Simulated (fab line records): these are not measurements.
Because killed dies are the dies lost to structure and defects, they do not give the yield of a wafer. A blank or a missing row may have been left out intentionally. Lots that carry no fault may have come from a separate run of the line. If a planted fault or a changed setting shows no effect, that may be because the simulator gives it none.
Struck lot and sound lot, side by side :: flow ritCmos :: 14 steps out of a route of 202
Sound: wafers L277.1, L277.2, L277.5. The struck wafers were L291.3, L291.4, L291.5. The cause is given at the end.
Each step with rows lists, per side, the tool, then ch with its chambers, then its first start. Under that, the readings that differ: sound wafers :: struck wafers :: difference of the means :: sigmas: that difference in standard deviations of wafers without a fault.
alike: same words and numbers on both sides, and readings whose means sit less than 2 such deviations apart. not compared: any withheld reading, any reading some wafer has no value for, any bound like >300 that may hide the same value, and any number with overlapping values for which the record gives no deviation.
Wherever a step has rows on one side only, a row that says differs or no value, or a row with sigmas, the two part there. Numbers that have no deviation but don't overlap get no sigmas and don't part them. A reading that every wafer of one side lacks parts them only if that side has two wafers or more.

first, 2 steps without rows for these wafers: RIT_PWELL_HARDBAKE_07 (time 120 s); RIT_PWELL_IMPLANT_08.
RIT_PWELL_STRIP_09: strips in O2, time 180 s.
  sound on plasmaAsher-01 ch 0,1, day 2 23:43; struck on plasmaAsher-03 ch 0,1, day 6 00:03
  alike: drypumpMotorCurrentA, o2FlowSccm
  not compared: rfHoursCounterH
RIT_PWELL_TW_MEAS_10:
  sound on filmMetro-02, day 2 23:53; struck on filmMetro-03, day 6 00:11
  alike: PWELL_TW
then, 1 step without rows for these wafers: RIT_WELLDRIVE_ANNEAL_00 (time 14700 s).
RIT_WELLDRIVE_RS_MEAS_01: measurement is done with a four-point probe.
  sound on filmMetro-04, day 3 05:25; struck on filmMetro-02, day 6 05:44
  alike: NWELL_RS
RIT_WELLDRIVE_RS_MEAS_02: measurement is done with a four-point probe.
  sound on filmMetro-04, day 3 05:32; struck on filmMetro-02, day 6 05:51
  alike: PWELL_RS
then, 5 steps without rows for these wafers: RIT_NRETRO_HMDS_00 (prime time 60 s); RIT_NRETRO_COAT_01 (resist thk 1300 nm); RIT_NRETRO_SOFTBAKE_02 (time 60 s); RIT_NRETRO_EXPOSE_03 (exposes mask M4, target cd 43900 nm); RIT_NRETRO_PEB_04.
RIT_NRETRO_DEVELOP_05: develop time 68 s.
  sound on lithoTrack-01 ch 0, day 3 06:00; struck on lithoTrack-04, day 6 06:00
  no value came back on the struck wafers for chillPlateTempC (C), developTimeS (s); on the sound wafers chillPlateTempC (C) reads 22.91 22.80 22.83
RIT_NRETRO_OVL_MEAS_06:
  sound on overlay-02, day 3 06:40; struck on overlay-02, day 6 06:49
reading: NRETRO_OVL (nm)
sound: 0.7 0.0 -0.4
struck: - - -
difference: no value on the struck wafers
sigmas: 

WHERE THEY PART
At RIT_NRETRO_DEVELOP_05 first; at RIT_NRETRO_OVL_MEAS_06 last (within this record only).

WHY: the cause the simulator had injected
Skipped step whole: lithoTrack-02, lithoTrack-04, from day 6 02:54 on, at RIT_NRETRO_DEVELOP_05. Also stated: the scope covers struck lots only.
